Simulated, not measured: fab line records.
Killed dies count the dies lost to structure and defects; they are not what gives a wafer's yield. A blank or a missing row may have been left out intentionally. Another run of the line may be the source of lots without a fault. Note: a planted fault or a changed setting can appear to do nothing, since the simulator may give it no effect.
fab line records	flow berkeley_cmos170
[record] lots = 14	wafers = 42	last_day = 11
route steps=331 shown M2@272
lots with no fault: from the same line, run without faults
start_h: hours from the record's opening day to when the first of the lot's shown wafers began	wait_h: how many hours have passed since the lot's step before this one	" as in the row above	L1.1+2: several wafers, shown together as one row	- either no value or no given start	* or withheld: withheld	< > ~ a bound
route shown NAME@n: names a module that has steps shown in the file, with the first one's number in the route	usual: mean and standard deviation over wafers with no fault	same: alike in all rows	chamber/n: place in a boat	sites: each site's reading	_std_site: the values' standard deviation	_edge_site: mean of outer sites minus mean of inner sites	radius_mm: for every site, how far away it sits from the centre of the wafer	mask NAME#n: copy n	behind: the most recent tool/chamber to have shaped the wafer	hold: why the lot went on hold/how many hours it stayed there/how the hold came to an end	device: transistor that didn't switch, given as n, p or np	end of line: the same wafers' tests at the end of the route	where a step has no rows: the recipe by itself	killed: not the wafer's yield, but the dies lost to structure and defects at the first sort	map: the dies of a wafer, with x for killed, . for not killed, _ for no die there
set.NAME: the setting the step ran with; set.NAME@STEP: the setting that earlier step ran with	model.NAME: the simulator's own value behind a step, which no gauge read
one table for each step of the route and one row for each wafer, over a sample of lots
services: from which hour (start_h, from the record's first day; less than 0 if before it) a tool's chamber was out of use, for how many hours, and why
[[steps]]
[step UCB170_M2_SPUTTER_01]
[recipe] material = Al	target_thk_nm = 900	time_s = 120	power_w = 6000	chamber_pressure_pa = 0.5
[usual] cathode_dc_power_W = 5999.9/1	throttle_valve_pct = 29.9/1.3
lot.wafer	tool	chamber	start_h	wait_h	cathode_dc_power_W	throttle_valve_pct
L936.2	pvd_sputter-01	-	170.26	0.0	5998.1	28.7
L936.3	"	-	"	"	6000.8	30.7
L936.4	"	-	"	"	6001.0	30.5
L940.2	pvd_sputter-01	-	180.25	0.0	6000.1	28.5
L940.3	"	-	"	"	6000.1	30.6
L940.6	"	-	"	"	6001.0	31.1
L942.2	pvd_sputter-02	-	180.72	0.0	6001.0	27.8
L942.3	"	-	"	"	5998.9	28.4
L942.4	"	-	"	"	6001.6	30.8
L941.1	pvd_sputter-02	-	184.35	0.0	6000.8	28.9
L941.5	"	-	"	"	6000.2	31.1
L941.6	"	-	"	"	6000.5	27.7
L945.1	pvd_sputter-04	-	193.55	0.0	5999.8	29.7
L945.5	"	-	"	"	5997.4	29.5
L945.6	"	-	"	"	5999.7	29.5
L944.2	pvd_sputter-02	-	193.67	0.0	6002.3	28.9
L944.3	"	-	"	"	5998.2	28.8
L944.4	"	-	"	"	6001.2	27.6
L946.1	pvd_sputter-01	-	206.51	0.0	5999.3	30.9
L946.4	"	-	"	"	5998.9	30.5
L946.6	"	-	"	"	5999.9	30.9
L947.1	pvd_sputter-04	-	206.79	0.0	5999.1	29.8
L947.4	"	-	"	"	5999.6	29.5
L947.5	"	-	"	"	6000.7	32.7
L950.1	pvd_sputter-04	-	223.08	0.0	5998.8	29.7
L950.2	"	-	"	"	5998.1	32.4
L950.6	"	-	"	"	6000.5	29.5
L949.1	pvd_sputter-01	-	223.32	0.0	6000.8	30.6
L949.2	"	-	"	"	6000.7	30.6
L949.5	"	-	"	"	6002.0	31.2
L951.1	pvd_sputter-01	-	229.39	0.0	5999.5	31.1
L951.3	"	-	"	"	6000.0	28.6
L951.4	"	-	"	"	6004.8	30.5
L953.2	pvd_sputter-02	-	229.61	0.0	5999.1	27.6
L953.3	"	-	"	"	5999.1	31.1
L953.5	"	-	"	"	6000.4	29.1
L955.1	pvd_sputter-01	-	257.60	0.0	5998.0	30.6
L955.2	"	-	"	"	6000.0	28.7
L955.4	"	-	"	"	5999.4	31.2
L956.3	pvd_sputter-01	-	258.32	0.0	5999.0	31.0
L956.4	"	-	"	"	6000.3	30.3
L956.6	"	-	"	"	6000.6	30.3
[step UCB170_M2_RS_MEAS_02]
[recipe] thk_meas_gauge = four-point-probe	reads = Al_of_M2_SPUTTER_01
[usual] M2_AL_RS = 0.0322/0.00036
lot.wafer	tool	chamber	start_h	wait_h	M2_AL_RS[ohm/sq]
L936.2	film_metro-02	-	170.36	0.1	0.0317
L936.3	"	-	"	"	0.0322
L936.4	"	-	"	"	0.0319
L940.2	film_metro-03	-	180.35	0.1	0.0317
L940.3	"	-	"	"	0.0319
L940.6	"	-	"	"	0.0320
L942.2	film_metro-04	-	180.83	0.1	0.0326
L942.3	"	-	"	"	0.0322
L942.4	"	-	"	"	0.0324
L941.1	film_metro-02	-	184.43	0.0	0.0316
L941.5	"	-	"	"	0.0320
L941.6	"	-	"	"	0.0320
L945.1	film_metro-03	-	193.63	0.0	0.0326
L945.5	"	-	"	"	0.0325
L945.6	"	-	"	"	0.0323
L944.2	film_metro-04	-	193.77	0.1	0.0320
L944.3	"	-	"	"	0.0320
L944.4	"	-	"	"	0.0324
L946.1	film_metro-03	-	206.60	0.0	0.0321
L946.4	"	-	"	"	0.0319
L946.6	"	-	"	"	0.0319
L947.1	film_metro-03	-	206.96	0.1	0.0321
L947.4	"	-	"	"	0.0322
L947.5	"	-	"	"	0.0322
L950.1	film_metro-04	-	223.16	0.0	0.0326
L950.2	"	-	"	"	0.0327
L950.6	"	-	"	"	0.0326
L949.1	film_metro-02	-	223.40	0.0	0.0322
L949.2	"	-	"	"	0.0324
L949.5	"	-	"	"	0.0323
L951.1	film_metro-02	-	229.47	0.0	0.0317
L951.3	"	-	"	"	0.0315
L951.4	"	-	"	"	0.0317
L953.2	film_metro-03	-	229.72	0.1	0.0327
L953.3	"	-	"	"	0.0327
L953.5	"	-	"	"	0.0324
L955.1	film_metro-03	-	257.68	0.0	0.0236
L955.2	"	-	"	"	0.0239
L955.4	"	-	"	"	0.0237
L956.3	film_metro-02	-	258.44	0.1	0.0238
L956.4	"	-	"	"	0.0238
L956.6	"	-	"	"	0.0238
[step UCB170_M2_THK_MEAS_03]
[recipe] thk_meas_gauge = xrf	reads = Al_of_M2_SPUTTER_01
[usual] M2_AL_THK = 882/10
lot.wafer	tool	chamber	start_h	wait_h	M2_AL_THK[nm]
L936.2	film_metro-02	-	170.47	0.1	897
L936.3	"	-	"	"	876
L936.4	"	-	"	"	892
L940.2	film_metro-03	-	180.46	0.1	892
L940.3	"	-	"	"	890
L940.6	"	-	"	"	887
L942.2	film_metro-04	-	180.94	0.1	864
L942.3	"	-	"	"	877
L942.4	"	-	"	"	879
L941.1	film_metro-02	-	184.55	0.1	893
L941.5	"	-	"	"	886
L941.6	"	-	"	"	886
L945.1	film_metro-03	-	193.75	0.1	867
L945.5	"	-	"	"	868
L945.6	"	-	"	"	876
L944.2	film_metro-04	-	193.88	0.1	897
L944.3	"	-	"	"	890
L944.4	"	-	"	"	887
L946.1	film_metro-03	-	206.72	0.1	884
L946.4	"	-	"	"	885
L946.6	"	-	"	"	884
L947.1	film_metro-03	-	207.08	0.1	878
L947.4	"	-	"	"	879
L947.5	"	-	"	"	882
L950.1	film_metro-04	-	223.28	0.1	876
L950.2	"	-	"	"	867
L950.6	"	-	"	"	870
L949.1	film_metro-02	-	223.52	0.1	882
L949.2	"	-	"	"	877
L949.5	"	-	"	"	883
L951.1	film_metro-02	-	229.59	0.1	898
L951.3	"	-	"	"	906
L951.4	"	-	"	"	899
L953.2	film_metro-03	-	229.83	0.1	868
L953.3	"	-	"	"	862
L953.5	"	-	"	"	875
L955.1	film_metro-03	-	257.80	0.1	1186
L955.2	"	-	"	"	1177
L955.4	"	-	"	"	1183
L956.3	film_metro-02	-	258.54	0.1	1191
L956.4	"	-	"	"	1185
L956.6	"	-	"	"	1187
[step UCB170_M2_STRIP_07]
[recipe] chemistry = O2	power_w = 400	pressure_mtorr = 3500	platen_temp_c = withheld	o2_flow_sccm = 400	overash_fraction = 0.5
[usual] drypump_motor_current_A = 6.1/0.36	oes_product_au = 0.735/0.0046	strip_time_to_endpoint_s = 21.98/0.072
lot.wafer	tool	chamber	start_h	wait_h	drypump_motor_current_A	oes_product_au	rf_hours_counter_h	strip_time_to_endpoint_s
L936.2	plasma_asher-02	0	170.97	0.1	6.4	0.731	6	21.89
L936.3	"	1	"	"	5.5	0.738	-	21.90
L936.4	"	0	"	"	6.4	0.737	-	21.94
L940.2	plasma_asher-01	0	181.98	0.1	6.2	0.738	50	21.98
L940.3	"	1	"	"	5.9	0.738	-	21.93
L940.6	"	1	"	"	5.9	0.727	-	21.92
L942.2	plasma_asher-01	0	182.62	0.1	6.1	0.737	51	21.97
L942.3	"	1	"	"	5.9	0.738	-	22.00
L942.4	"	0	"	"	6.2	0.739	-	22.06
L941.1	plasma_asher-04	1	185.45	0.1	6.6	0.732	41	21.91
L941.5	"	1	"	"	6.6	0.734	-	21.96
L941.6	"	0	"	"	6.1	0.734	-	21.84
L945.1	plasma_asher-04	1	194.26	0.1	6.6	0.727	42	21.96
L945.5	"	1	"	"	6.6	0.738	-	21.97
L945.6	"	0	"	"	6.1	0.735	-	21.92
L944.2	plasma_asher-02	1	194.38	0.1	5.5	0.737	10	21.96
L944.3	"	1	"	"	5.5	0.738	-	21.96
L944.4	"	0	"	"	6.3	0.739	-	21.93
L946.1	plasma_asher-02	1	207.23	0.1	5.5	0.729	12	21.95
L946.4	"	1	"	"	5.5	0.738	-	21.94
L946.6	"	1	"	"	5.5	0.734	-	21.96
L947.1	plasma_asher-04	1	207.59	0.1	6.6	0.735	44	22.01
L947.4	"	0	"	"	6.1	0.730	-	21.92
L947.5	"	1	"	"	6.6	0.732	-	21.95
L950.1	plasma_asher-04	1	223.79	0.1	6.7	0.732	45	21.91
L950.2	"	0	"	"	6.1	0.730	45	21.91
L950.6	"	0	"	"	6.1	0.730	-	21.92
L949.1	plasma_asher-02	1	224.03	0.1	5.5	0.732	14	22.09
L949.2	"	0	"	"	6.4	0.736	14	22.05
L949.5	"	1	"	"	5.5	0.733	-	22.02
L951.1	plasma_asher-04	1	230.28	0.1	6.6	0.734	46	22.21
L951.3	"	0	"	"	6.1	0.736	-	22.13
L951.4	"	1	"	"	6.6	0.735	-	22.11
L953.2	plasma_asher-01	0	230.67	0.1	6.2	0.734	56	21.95
L953.3	"	0	"	"	6.2	0.726	-	21.97
L953.5	"	0	"	"	6.2	0.734	-	22.04
L955.1	plasma_asher-04	0	258.59	0.1	6.1	0.738	49	22.01
L955.2	"	1	"	"	6.7	0.734	49	22.03
L955.4	"	1	"	"	6.7	0.734	-	22.02
L956.3	plasma_asher-02	0	259.07	0.1	6.3	0.743	-	21.93
L956.4	"	1	"	"	5.5	0.734	-	21.99
L956.6	"	0	"	"	6.4	0.734	-	21.97
[step UCB170_M2_OVL_MEAS_16]
[usual] M2_OVL = 0/5.4
lot.wafer	tool	chamber	start_h	wait_h	M2_OVL[nm]
L936.2	overlay-02	-	173.26	0.1	-12
L936.3	"	-	"	"	2
L936.4	"	-	"	"	-8
L940.2	overlay-02	-	185.02	0.1	0
L940.3	"	-	"	"	-2
L940.6	"	-	"	"	-3
L942.2	overlay-01	-	185.13	0.1	1
L942.3	"	-	"	"	-4
L942.4	"	-	"	"	-1
L941.1	overlay-02	-	186.69	0.1	-5
L941.5	"	-	"	"	-9
L941.6	"	-	"	"	-5
L945.1	overlay-02	-	195.80	0.1	-6
L945.5	"	-	"	"	1
L945.6	"	-	"	"	-1
L944.2	overlay-01	-	196.08	0.1	4
L944.3	"	-	"	"	2
L944.4	"	-	"	"	8
L946.1	overlay-02	-	208.46	0.1	2
L946.4	"	-	"	"	-2
L946.6	"	-	"	"	5
L947.1	overlay-01	-	208.98	0.1	-9
L947.4	"	-	"	"	7
L947.5	"	-	"	"	-10
L950.1	overlay-01	-	225.51	0.1	-4
L950.2	"	-	"	"	-2
L950.6	"	-	"	"	0
L949.1	overlay-02	-	225.79	0.1	-14
L949.2	"	-	"	"	-11
L949.5	"	-	"	"	-10
L951.1	overlay-01	-	233.20	0.1	3
L951.3	"	-	"	"	-4
L951.4	"	-	"	"	3
L953.2	overlay-02	-	233.25	0.1	0
L953.3	"	-	"	"	-2
L953.5	"	-	"	"	3
L955.1	overlay-02	-	260.00	0.1	1
L955.2	"	-	"	"	5
L955.4	"	-	"	"	5
L956.3	overlay-01	-	260.53	0.1	-8
L956.4	"	-	"	"	-8
L956.6	"	-	"	"	-1
[step UCB170_M2_ETCH_17]
[recipe] chemistry = N2/H2	target_depth_a = withheld	overetch_a = withheld	target = BARC	time_s = withheld	source_w = 500	bias_w = 100	pressure_mtorr = 30	n2_flow_sccm = 100	h2_flow_sccm = 200
[usual] drypump_motor_current_A = 5.8/0.42	oes_product_au = 1.002/0.022	rf_fwd_power_W = 494.8/1.9	throttle_valve_pct = 13.29/0.21
lot.wafer	tool	chamber	start_h	wait_h	drypump_motor_current_A	oes_product_au	rf_fwd_power_W	throttle_valve_pct
L936.2	rie_diel-01	1	173.29	0.0	5.6	0.978	496.0	13.42
L936.3	"	3	"	"	5.4	1.038	495.1	13.20
L936.4	"	2	"	"	6.1	0.981	495.9	13.63
L940.2	rie_diel-01	2	185.05	0.0	6.0	0.978	492.9	13.62
L940.3	"	3	"	"	5.4	1.040	495.8	13.20
L940.6	"	0	"	"	6.1	0.994	495.4	13.11
L942.2	rie_diel-03	2	185.16	0.0	6.4	1.000	496.7	13.12
L942.3	"	1	"	"	5.0	1.015	494.9	13.49
L942.4	"	0	"	"	6.6	0.987	495.8	12.91
L941.1	rie_diel-01	0	186.73	0.0	6.1	1.009	491.3	13.11
L941.5	"	0	"	"	6.1	1.013	493.7	13.12
L941.6	"	3	"	"	5.4	1.038	494.9	13.20
L945.1	rie_diel-03	3	195.84	0.0	5.7	1.027	491.6	13.14
L945.5	"	3	"	"	5.8	1.026	492.5	13.12
L945.6	"	2	"	"	6.4	0.985	494.3	13.14
L944.2	rie_diel-04	1	196.11	0.0	5.8	1.001	495.0	13.57
L944.3	"	0	"	"	5.8	1.003	495.9	13.39
L944.4	"	3	"	"	6.2	0.994	496.1	13.25
L946.1	rie_diel-03	3	208.50	0.0	5.8	1.031	493.3	13.12
L946.4	"	0	"	"	6.6	0.981	496.9	12.90
L946.6	"	3	"	"	5.8	1.031	492.8	13.12
L947.1	rie_diel-01	1	209.01	0.0	5.6	0.990	495.8	13.45
L947.4	"	0	"	"	6.1	1.004	491.7	13.12
L947.5	"	1	"	"	5.6	0.981	497.7	13.43
L950.1	rie_diel-01	1	225.55	0.0	5.6	0.980	496.5	13.44
L950.2	"	0	"	"	6.1	1.005	494.4	13.12
L950.6	"	3	"	"	5.4	1.036	497.2	13.20
L949.1	rie_diel-03	1	225.83	0.0	5.0	1.000	493.2	13.51
L949.2	"	2	"	"	6.4	0.990	493.2	13.15
L949.5	"	2	"	"	6.4	0.970	494.3	13.14
L951.1	rie_diel-03	0	233.24	0.0	6.6	0.976	493.3	12.89
L951.3	"	2	"	"	6.5	0.989	495.5	13.13
L951.4	"	3	"	"	5.7	1.028	491.8	13.12
L953.2	rie_diel-01	1	233.28	0.0	5.6	0.982	493.9	13.44
L953.3	"	0	"	"	6.1	0.996	494.1	13.13
L953.5	"	2	"	"	6.0	0.976	495.9	13.62
L955.1	rie_diel-04	3	260.04	0.0	6.3	0.991	493.7	13.24
L955.2	"	1	"	"	5.8	1.012	493.2	13.57
L955.4	"	0	"	"	5.8	0.982	496.7	13.39
L956.3	rie_diel-03	1	260.55	0.0	5.0	1.003	497.1	13.50
L956.4	"	0	"	"	6.7	0.977	496.5	12.91
L956.6	"	0	"	"	6.6	0.994	497.2	12.91
[step UCB170_M2_METAL_ETCH_18]
[recipe] chemistry = Cl2/BCl3	target = Al	stop_on = SiO2	pressure_mtorr = 12	target_depth_a = 11700	over_etch_frac = 0.3	time_s = 195	icp_w = 600	bias_w = 120	Cl2_flow_sccm = 90	bcl3_flow_sccm = 45
[usual] bcl3_flow_sccm = 44.99/0.15	drypump_motor_current_A = 5.6/0.37	he_backside_leak_sccm = 3.40/0.29	oes_product_au = 0.857/0.019	rf_fwd_power_W = 598.0/1.9	throttle_valve_pct = 24.48/0.16
lot.wafer	tool	chamber	start_h	wait_h	bcl3_flow_sccm	drypump_motor_current_A	he_backside_leak_sccm	oes_product_au	rf_fwd_power_W	rf_hours_counter_h	throttle_valve_pct
L936.2	rie_metal-04	0	173.34	-	45.10	5.4	3.42	0.888	596.2	5	24.55
L936.3	"	1	"	"	45.00	5.1	3.41	0.851	600.2	-	24.39
L936.4	"	0	"	"	45.04	5.4	3.40	0.886	598.7	-	24.55
L940.2	rie_metal-02	0	185.09	-	45.04	5.6	3.74	0.854	600.3	13	24.51
L940.3	"	1	"	"	45.18	5.9	3.19	0.891	598.9	-	24.22
L940.6	"	1	"	"	45.07	5.9	3.19	0.873	598.4	-	24.22
L942.2	rie_metal-03	0	185.20	-	44.98	6.2	3.47	0.822	600.3	11	24.75
L942.3	"	1	"	"	44.90	5.5	3.43	0.848	599.9	-	24.35
L942.4	"	0	"	"	45.10	6.2	3.61	0.836	600.6	-	24.75
L941.1	rie_metal-04	0	186.77	-	44.60	5.4	3.42	0.891	596.3	6	24.53
L941.5	"	1	"	"	44.97	5.1	3.39	0.851	594.7	-	24.40
L941.6	"	0	"	"	44.89	5.4	3.56	0.886	598.5	-	24.54
L945.1	rie_metal-04	1	195.88	-	44.88	5.1	3.58	0.847	596.5	7	24.40
L945.5	"	0	"	"	44.97	5.4	3.48	0.882	597.6	-	24.54
L945.6	"	1	"	"	44.86	5.1	3.36	0.847	599.5	-	24.41
L944.2	rie_metal-02	0	196.15	-	44.85	5.6	3.46	0.856	599.0	13	24.50
L944.3	"	1	"	"	44.91	5.9	3.13	0.876	600.1	-	24.21
L944.4	"	0	"	"	45.16	5.6	3.60	0.849	594.8	-	24.51
L946.1	rie_metal-04	1	208.54	-	44.82	5.1	3.46	0.850	596.8	8	24.40
L946.4	"	1	"	"	45.00	5.1	3.52	0.855	597.0	-	24.38
L946.6	"	1	"	"	44.88	5.1	3.63	0.855	600.1	-	24.39
L947.1	rie_metal-02	0	209.05	-	45.32	5.6	3.99	0.850	596.1	14	24.51
L947.4	"	1	"	"	45.14	5.9	3.10	0.873	598.3	-	24.24
L947.5	"	1	"	"	44.71	5.9	3.11	0.879	594.9	-	24.22
L950.1	rie_metal-02	1	225.59	-	45.33	5.9	2.99	0.874	599.9	4	24.22
L950.2	"	0	"	"	44.99	5.6	3.47	0.851	600.8	14	24.52
L950.6	"	1	"	"	45.34	5.9	3.08	0.865	599.0	-	24.23
L949.1	rie_metal-04	0	225.87	-	45.14	5.4	3.30	0.881	595.9	7	24.54
L949.2	"	1	"	"	45.11	5.1	3.39	0.843	596.1	8	24.40
L949.5	"	1	"	"	45.16	5.1	3.26	0.850	597.3	-	24.39
L951.1	rie_metal-04	0	233.28	-	45.06	5.5	3.62	0.892	599.0	7	24.54
L951.3	"	0	"	"	45.14	5.4	3.60	0.890	598.7	-	24.53
L951.4	"	1	"	"	44.87	5.1	3.31	0.856	600.9	-	24.39
L953.2	rie_metal-03	0	233.32	-	44.89	6.2	3.37	0.824	595.7	13	24.76
L953.3	"	0	"	"	44.87	6.2	3.48	0.820	596.6	-	24.75
L953.5	"	1	"	"	45.06	5.5	3.01	0.841	595.8	-	24.37
L955.1	rie_metal-02	1	260.08	-	45.00	5.9	3.24	1.024	597.9	5	24.14
L955.2	"	0	"	"	44.80	5.6	3.70	0.993	597.9	15	24.43
L955.4	"	1	"	"	45.05	5.9	3.13	1.024	601.4	-	24.16
L956.3	rie_metal-03	1	260.66	-	44.97	5.5	3.23	1.007	596.8	-	24.30
L956.4	"	0	"	"	45.00	6.2	3.15	0.974	598.4	-	24.66
L956.6	"	0	"	"	44.90	6.2	3.20	0.971	599.3	-	24.66
[[services]]
tool	chamber	start_h	hours	kind
rie_diel-01	-	147.94	4.0	pm
rie_diel-01	2	160.63	11.7	repair
pvd_sputter-02	-	164.89	4.5	repair
rie_diel-04	-	181.17	0.4	repair
pvd_sputter-02	-	186.86	0.5	repair
pvd_sputter-04	3	204.91	-	consumable_replace:kit
pvd_sputter-04	3	204.91	18.0	scheduled_down
pvd_sputter-04	3	204.91	18.0	vent_cycle
rie_diel-01	3	226.36	2.0	repair
rie_diel-04	2	235.94	8.3	repair
rie_metal-02	-	240.42	3.2	repair
pvd_sputter-04	-	251.42	9.4	repair
plasma_asher-04	-	255.09	1.0	repair
plasma_asher-01	-	257.07	2.8	pm
pvd_sputter-04	-	257.52	5.8	repair
[[key]]
[first_sign] step = UCB170_M2_RS_MEAS_02	reading = M2_AL_RS	direction = down	sigmas = 24	usual = 0.0322	struck = 0.0238
[effect] step = UCB170_M2_THK_MEAS_03	reading = M2_AL_THK	direction = up	sigmas = 30	usual = 882	struck = 1185
[effect] step = UCB170_M2_METAL_ETCH_18	reading = oes_product_au	direction = up	sigmas = 7.4	usual = 0.857	struck = 0.999
met_at UCB170_M2_SPUTTER_01
struck_lots L955,L956
later_rows_left_out L955.1,L955.2,L955.4,L956.3,L956.4,L956.6
sort_left_out L955.1,L955.2,L955.4,L956.3,L956.4,L956.6
not_acting_at UCB170_M2_STRIP_07,UCB170_M2_OVL_MEAS_16,UCB170_M2_ETCH_17
onset_between 229.39 257.60
also_fits time
[fault] kind = process_parameter_drift	tool = pvd_sputter-01	chamber = -	onset_h = 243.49	steps = UCB170_M2_SPUTTER_01	channel = target_thk_nm	offset = 310.64	shape = step	end_h = 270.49	acts_in = these_recipes_only	stated = 900
// sort_left_out: the simulated sort isn't trusted on such a fault, so these wafers' sort isn't shown, and their yield isn't known
// later_rows_left_out: the simulator's readings of these wafers behind a module that went badly wrong aren't trusted and aren't shown, but for the sort
